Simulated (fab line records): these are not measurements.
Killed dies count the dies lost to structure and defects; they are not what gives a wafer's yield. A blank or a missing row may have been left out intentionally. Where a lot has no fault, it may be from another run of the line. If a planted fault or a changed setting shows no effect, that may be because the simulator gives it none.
The tool behind it: which one? -- flow berkeley-cmos170 -- 45 wafers from 15 lots sampled at 3 of the route's 331 steps

## WHAT THE GAUGES READ, wafer by wafer
UCB170_SDANNEAL_RS_MEAS_03: uses a four-point probe to measure. Usual: NSD_RS 37.25 ohm/sq, standard deviation 0.082.
lot,measured,on,NSD_RS (ohm/sq),flag
L239,day 8 08:14,film-metro-01,37.30 37.28 37.31,
L238,day 8 09:49,film-metro-01,37.30 37.25 37.21,
L241,day 8 18:36,film-metro-04,37.43 37.34 37.25,
L240,day 8 19:23,film-metro-01,37.26 37.32 37.32,
L244,day 8 21:30,film-metro-04,37.44 37.34 37.42,
L245,day 9 17:38,film-metro-04,39.27 39.31 39.41,OFF
L248,day 10 02:53,film-metro-04,39.68 39.56 39.72,OFF
L251,day 10 07:57,film-metro-03,37.22 37.24 37.27,
L249,day 10 08:18,film-metro-01,39.54 39.47 39.38,OFF
L254,day 11 08:19,film-metro-04,37.30 37.22 37.27,
L252,day 11 08:35,film-metro-03,37.28 37.19 37.28,
L258,day 12 12:22,film-metro-04,37.42 37.33 37.32,
L260,day 12 12:38,film-metro-01,37.30 37.33 37.35,
L259,day 12 13:02,film-metro-04,37.27 37.30 37.31,
L261,day 13 00:50,film-metro-04,37.21 37.16 37.22,

## EACH LOT AND THE TOOL THAT RAN IT (in order: tool; ch and the chambers of the sampled wafers; start)
lot,UCB170_NSD_IMPLANT_08,UCB170_NSD_STRIP_09
L239,"implanter-01 ch 0, day 8 06:01","plasma-asher-02 ch 0,1, day 8 06:10"
L238,"implanter-02 ch 0, day 8 07:10","plasma-asher-01 ch 0,1, day 8 07:18"
L241,"implanter-02 ch 0, day 8 17:05","plasma-asher-01 ch 0,1, day 8 17:14"
L240,"implanter-01 ch 0, day 8 17:28","plasma-asher-04 ch 0,1, day 8 17:35"
L244,"implanter-04 ch 0, day 8 19:51","plasma-asher-04 ch 0,1, day 8 19:59"
L245,"implanter-02 ch 0, day 9 14:50","plasma-asher-02 ch 0,1, day 9 14:58"
L248,"implanter-02 ch 0, day 10 01:14","plasma-asher-01 ch 0,1, day 10 01:22"
L251,"implanter-01 ch 0, day 10 06:30","plasma-asher-02 ch 0,1, day 10 06:39"
L249,"implanter-02 ch 0, day 10 06:43","plasma-asher-01 ch 0,1, day 10 06:52"
L254,"implanter-04 ch 0, day 11 06:08","plasma-asher-04 ch 0,1, day 11 06:17"
L252,"implanter-01 ch 0, day 11 06:36","plasma-asher-02 ch 0,1, day 11 06:45"
L258,"implanter-04 ch 0, day 12 10:53","plasma-asher-04 ch 0,1, day 12 11:00"
L260,"implanter-02 ch 0, day 12 11:12","plasma-asher-01 ch 0,1, day 12 11:19"
L259,"implanter-04 ch 0, day 12 11:31","plasma-asher-02 ch 0,1, day 12 11:39"
L261,"implanter-04 ch 0, day 12 23:23","plasma-asher-04 ch 0,1, day 12 23:32"
- UCB170_NSD_IMPLANT_08
- UCB170_NSD_STRIP_09: strips in O2.

## AS READ BY THE TOOLS THEMSELVES (means over the sampled wafers that have a number; for cases with no such wafer, the mark the record gives instead)
UCB170_NSD_STRIP_09. Usual: drypump-motor-current-A 5.7 A, standard deviation 0.46; oes-product-au 0.536 a.u., standard deviation 0.0045; strip-time-to-endpoint-s 35.22 s, standard deviation 0.094.
lot,tool,drypump-motor-current-A (A),oes-product-au (a.u.),strip-time-to-endpoint-s (s),flag
L239,plasma-asher-02,5.6,0.539,35.20,
L238,plasma-asher-01,5.8,0.540,35.29,
L241,plasma-asher-01,5.3,0.540,35.14,
L240,plasma-asher-04,5.6,0.537,35.11,
L244,plasma-asher-04,5.6,0.538,35.18,
L245,plasma-asher-02,5.6,0.547,34.10,OFF
L248,plasma-asher-01,5.8,0.545,33.97,OFF
L251,plasma-asher-02,5.6,0.534,35.36,
L249,plasma-asher-01,5.4,0.548,34.16,OFF
L254,plasma-asher-04,5.6,0.533,35.21,
L252,plasma-asher-02,5.6,0.539,35.21,
L258,plasma-asher-04,5.6,0.538,35.16,
L260,plasma-asher-01,5.3,0.537,35.15,
L259,plasma-asher-02,5.6,0.536,35.24,
L261,plasma-asher-04,5.6,0.534,35.26,

## THE ANSWER, worked out from the rows above alone
Rule: lot off if the mean of its wafers having a number is beyond 3 standard deviations from the usual mean. A lot without any number at a reading at which 4 lots or more have one is off too. Where the step has rows for the other lots, those lots are counted as sound. First the gauges in route order, then the tools' own readings, where a lot's mean is used as printed above. At the first step where some lot is off, the reading lying furthest off is the one used; lots without a number count as furthest.
Off: L245, L248, L249, at UCB170_SDANNEAL_RS_MEAS_03 (NSD_RS).
If a tool, at a process step before that reading, ran all the lots that are off and no sound lot after the first of them, it fits. Not tried: the gauges at UCB170_SDANNEAL_RS_MEAS_03; whatever is off there is also off at UCB170_NSD_STRIP_09, on other tools, and gauge error can't account for it. None of those tried fits.

## WHAT THE SIMULATOR PUT IN
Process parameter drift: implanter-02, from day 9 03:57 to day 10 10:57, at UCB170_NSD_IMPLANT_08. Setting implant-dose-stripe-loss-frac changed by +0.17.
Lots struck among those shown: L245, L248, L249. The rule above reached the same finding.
